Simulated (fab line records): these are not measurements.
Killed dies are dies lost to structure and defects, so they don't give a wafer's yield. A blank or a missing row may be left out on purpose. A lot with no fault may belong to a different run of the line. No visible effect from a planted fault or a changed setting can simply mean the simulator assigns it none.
The tool behind it: which one? | flow berkeley-cmos170 | 7 lots, 21 wafers sampled, at 2 steps of a route of 331

WHAT EACH GAUGE READ, for each wafer
UCB170_SILICIDE_RS_MEAS_02: measures by four-point-probe.
lot  | measured     | on            | SILICIDE_TI_RS (ohm/sq)
L204 | day 6 20:19  | film-metro-04 | 26.0 26.0 25.9
L207 | day 7 09:57  | film-metro-01 | 26.6 26.5 26.6
L211 | day 7 16:38  | film-metro-01 | 26.1 26.0 26.0
L213 | day 8 09:13  | film-metro-01 | 21.1 21.1 21.1
L221 | day 10 12:42 | film-metro-01 | 26.5 26.4 26.3
L224 | day 10 21:31 | film-metro-01 | 26.6 26.5 26.6
L226 | day 11 06:26 | film-metro-04 | 26.6 26.5 26.7

TOOL THAT RAN EACH LOT (tool first, then ch and the chambers of the sampled wafers, then the start)
lot  | UCB170_SILICIDE_SPUTTER_01
L204 | pvd-sputter-02, day 6 20:17
L207 | pvd-sputter-01, day 7 09:54
L211 | pvd-sputter-04, day 7 16:35
L213 | pvd-sputter-01, day 8 09:11
L221 | pvd-sputter-04, day 10 12:38
L224 | pvd-sputter-01, day 10 21:28
L226 | pvd-sputter-04, day 11 06:25
- UCB170_SILICIDE_SPUTTER_01: material Ti, target thk 30 nm, time 25 s.

THE ANSWER, worked out from the rows above alone
Rule: usual is defined by the lots themselves. Put in order of their means at a reading, lots are off if they are a third of the lots or fewer, leave a main group of 4 or more, and stand apart from it by a gap of 3 or more times the standard deviation of the main group's means; of several such gaps the widest counts. A main group is skipped when, at the precision printed for the reading in the tables above, its means are all equal. A lot without any number at a reading at which 4 lots or more have one is off too. Any other lot the step has rows for is counted as sound.
Off: L213, at UCB170_SILICIDE_RS_MEAS_02 (SILICIDE_TI_RS). Mean 26.4 ohm/sq and standard deviation 0.26 in the main group.
A tool fits if, at a process step before that reading, it ran every lot that is off, and no sound lot after the first of them. The gauges at UCB170_SILICIDE_RS_MEAS_02 are tried like those tools. No candidate that was tried fits.

WHAT THE SIMULATOR HAD INSERTED
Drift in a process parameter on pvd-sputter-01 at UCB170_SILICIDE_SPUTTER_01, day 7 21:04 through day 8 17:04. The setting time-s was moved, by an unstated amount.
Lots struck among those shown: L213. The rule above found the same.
